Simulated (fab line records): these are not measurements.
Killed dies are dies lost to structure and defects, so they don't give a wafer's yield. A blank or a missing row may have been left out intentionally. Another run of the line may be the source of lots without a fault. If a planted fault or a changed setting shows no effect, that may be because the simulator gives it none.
Comparing a struck lot with a sound one || flow ritCmos || 44 steps out of a route of 202
Sound: the wafers L283.1, L283.2, L283.5. Struck: wafers L274.2, L274.3, L274.5. The cause is named last.
Order at every step that has rows: each side's tool, ch and its chambers, its first start. Under that, the readings that differ: sound wafers || struck wafers || difference of the means || sigmas: that difference in standard deviations of wafers without a fault.
alike: readings with means less than 2 such deviations apart, plus words and numbers identical on both sides. not compared: withheld readings, readings lacking a value on some wafer, bounds such as >300 that could conceal the same value, and numbers that have no deviation in the record and whose values overlap.
A row with sigmas, a row that says differs or no value, or rows on one side alone: a step with any of these is where the two part. Non-overlapping numbers with no deviation appear without sigmas and do not part them. A reading that every wafer of one side lacks parts them only if that side has two wafers or more.

first, 3 steps without rows for these wafers: RIT_REOX_CLEAN_01 (cleans in dHF, time 30 s); RIT_REOX_CLEAN_02 (cleans in SC2, time 600 s); RIT_REOX_OXIDATION_03 (target thk 25.2 nm, ox time 5580 s).
RIT_REOX_THK_MEAS_04:
  struck on filmMetro-04, day 5 05:53; sound on filmMetro-04, day 7 00:47
{"reading": "REOX_OXIDE_THK (nm)", "sound": "24.3 23.9 24.1", "struck": "25.4 25.4 25.2", "difference": "+1.2", "sigmas": "+2"}
then, 6 steps without rows for these wafers: RIT_NLDD_HMDS_00 (prime time 60 s); RIT_NLDD_COAT_01 (resist thk 1000 nm); RIT_NLDD_SOFTBAKE_02 (time 60 s); RIT_NLDD_EXPOSE_03 (exposes mask M7, target cd 40700 nm); RIT_NLDD_PEB_04; RIT_NLDD_DEVELOP_05 (develop time 50 s).
RIT_NLDD_OVL_MEAS_06:
  struck on overlay-02, day 5 06:48; sound on overlay-02, day 7 01:41
{"reading": "NLDD_OVL (nm)", "sound": "3.0 2.2 2.0", "struck": "0.2 -0.5 -1.1", "difference": -2.9, "sigmas": -2}
then, 1 step without rows for these wafers: RIT_NLDD_HARDBAKE_07 (time 60 s).
RIT_NLDD_IMPLANT_08:
  sound on implanter-02 ch 0, day 7 01:53; struck on implanter-04 ch 0, day 5 07:01
{"reading": "beamEnergyKeV", "sound": "20.002 20.003 19.995", "struck": "26.001 26.005 25.998", "difference": "+6.001", "sigmas": "+99 or more"}
{"reading": "model.implant.rpNm (nm)", "sound": "28.57 28.57 28.57", "struck": "32.82 32.82 32.82", "difference": "+4.25", "sigmas": ""}
{"reading": "model.implant.drpNm (nm)", "sound": "12.97 12.97 12.97", "struck": "15.19 15.19 15.19", "difference": "+2.22", "sigmas": ""}
  alike: doseIonsCm2, tiltDeg
RIT_NLDD_STRIP_09: strips in O2, time 180 s.
  sound on plasmaAsher-01 ch 0,1, day 7 02:02; struck on plasmaAsher-02 ch 1, day 5 07:08
  alike: drypumpMotorCurrentA, o2FlowSccm
  not compared: rfHoursCounterH
RIT_NLDD_TW_MEAS_10:
  struck on filmMetro-01, day 5 07:19; sound on filmMetro-02, day 7 02:12
{"reading": "NLDD_TW", "sound": "2498 2492 2499", "struck": "2704 2685 2690", "difference": "+197", "sigmas": "+18"}
then, 6 steps without rows for these wafers: RIT_PLDD_HMDS_00 (prime time 60 s); RIT_PLDD_COAT_01 (resist thk 1000 nm); RIT_PLDD_SOFTBAKE_02 (time 60 s); RIT_PLDD_EXPOSE_03 (exposes mask M8, target cd 40900 nm); RIT_PLDD_PEB_04; RIT_PLDD_DEVELOP_05 (develop time 50 s).
RIT_PLDD_OVL_MEAS_06:
  struck on overlay-02, day 5 08:25; sound on overlay-01, day 7 03:19
  alike: PLDD_OVL
then, 2 steps without rows for these wafers: RIT_PLDD_HARDBAKE_07 (time 60 s); RIT_PLDD_IMPLANT_08.
RIT_PLDD_STRIP_09: strips in O2, time 180 s.
  sound on plasmaAsher-04 ch 0,1, day 7 03:39; struck on plasmaAsher-04 ch 0, day 5 08:44
  alike: drypumpMotorCurrentA, o2FlowSccm
  not compared: rfHoursCounterH
RIT_PLDD_TW_MEAS_10:
  struck on filmMetro-01, day 5 08:56; sound on filmMetro-01, day 7 03:50
  alike: PLDD_TW
then, 4 steps without rows for these wafers: RIT_SPACER_CLEAN_00 (cleans in SC1, time 600 s); RIT_SPACER_CLEAN_01 (cleans in dHF, time 30 s); RIT_SPACER_CLEAN_02 (cleans in SC2, time 600 s); RIT_SPACER_CVD_03 (deposits Si3N4 from SiH2Cl2/NH3, target thk 250 nm, time 3300 s).
RIT_SPACER_THK_MEAS_04:
  struck on filmMetro-04, day 5 11:16; sound on filmMetro-01, day 7 06:12
  alike: SPACER_NITRIDE_THK
RIT_SPACER_ETCHBACK_05: etches Si3N4 in SF6/CHF3, stops on SiO2, target depth 250 nm, time 240 s.
  sound on rieDiel-01 ch 0,1,2, day 7 06:16; struck on rieDiel-03 ch 0,2,3, day 5 11:19
  alike: drypumpMotorCurrentA, oesProductAu, throttleValvePct
  not compared: rfHoursCounterH
then, 6 steps without rows for these wafers: RIT_NSD_HMDS_00 (prime time 60 s); RIT_NSD_COAT_01 (resist thk 1000 nm); RIT_NSD_SOFTBAKE_02 (time 60 s); RIT_NSD_EXPOSE_03 (exposes mask M9, target cd 40700 nm); RIT_NSD_PEB_04; RIT_NSD_DEVELOP_05 (develop time 50 s).
RIT_NSD_OVL_MEAS_06:
  struck on overlay-02, day 5 12:31; sound on overlay-02, day 7 07:23
  alike: NSD_OVL
then, 2 steps without rows for these wafers: RIT_NSD_HARDBAKE_07 (time 60 s); RIT_NSD_IMPLANT_08.
RIT_NSD_STRIP_09: strips in O2, time 180 s.
  sound on plasmaAsher-01 ch 0,1, day 7 07:43; struck on plasmaAsher-01 ch 0,1, day 5 12:51
{"reading": "o2FlowSccm (sccm)", "sound": "3995 3970 3977", "struck": "4019 4002 4010", "difference": "+30", "sigmas": "+2"}
  alike: drypumpMotorCurrentA
  not compared: rfHoursCounterH
RIT_SDANNEAL_RS_MEAS_07: the measuring method here is four-point-probe.
  struck on filmMetro-01, day 5 15:26; sound on filmMetro-02, day 7 10:19
{"reading": "NLDD_RS (ohm/sq)", "sound": "151.3 151.5 152.0", "struck": "145.9 145.9 146.0", "difference": -5.7, "sigmas": -10}
RIT_M1_PROBE_99:
  struck on prober-01, day 5 22:35; sound on prober-02, day 7 17:32
{"reading": "killed_at_M0_to_M3", "sound": "0 0 1", "struck": "0 0 0", "difference": "+0", "sigmas": -2}
{"reading": "model.etest.nldd.rsOhmSq", "sound": "348.5 342.9 345.6", "struck": "298.6 298.9 296.5", "difference": -47.7, "sigmas": ""}
{"reading": "model.etest.nldd.lineOhmUm", "sound": "109.5 106.2 107.1", "struck": "93.37 93.06 92.34", "difference": -14.68, "sigmas": ""}
{"reading": "model.etest.nmos_0p15.offLog10AUm", "sound": "-9.935 -9.961 -9.851", "struck": "-10.73 -10.55 -10.64", "difference": -0.72, "sigmas": ""}
{"reading": "model.etest.nmos_0p3.offLog10AUm", "sound": "-12.82 -12.99 -12.96", "struck": "-13.15 -13.23 -13.16", "difference": -0.26, "sigmas": ""}
  alike: killedAtFrontEnd, killedDies, killedOpen, killedShort
  not compared: model.etest.nmos_0p15.rOnOhmUm, model.etest.nmosTurned.isubLog10AUm, model.etest.diodeNplusPwell.bvV, model.etest.nmos_0p15.isubLog10AUm

## WHERE THEY PART
First at RIT_REOX_THK_MEAS_04; last, within this record, at RIT_M1_PROBE_99.

WHY: what had been put in by the simulator
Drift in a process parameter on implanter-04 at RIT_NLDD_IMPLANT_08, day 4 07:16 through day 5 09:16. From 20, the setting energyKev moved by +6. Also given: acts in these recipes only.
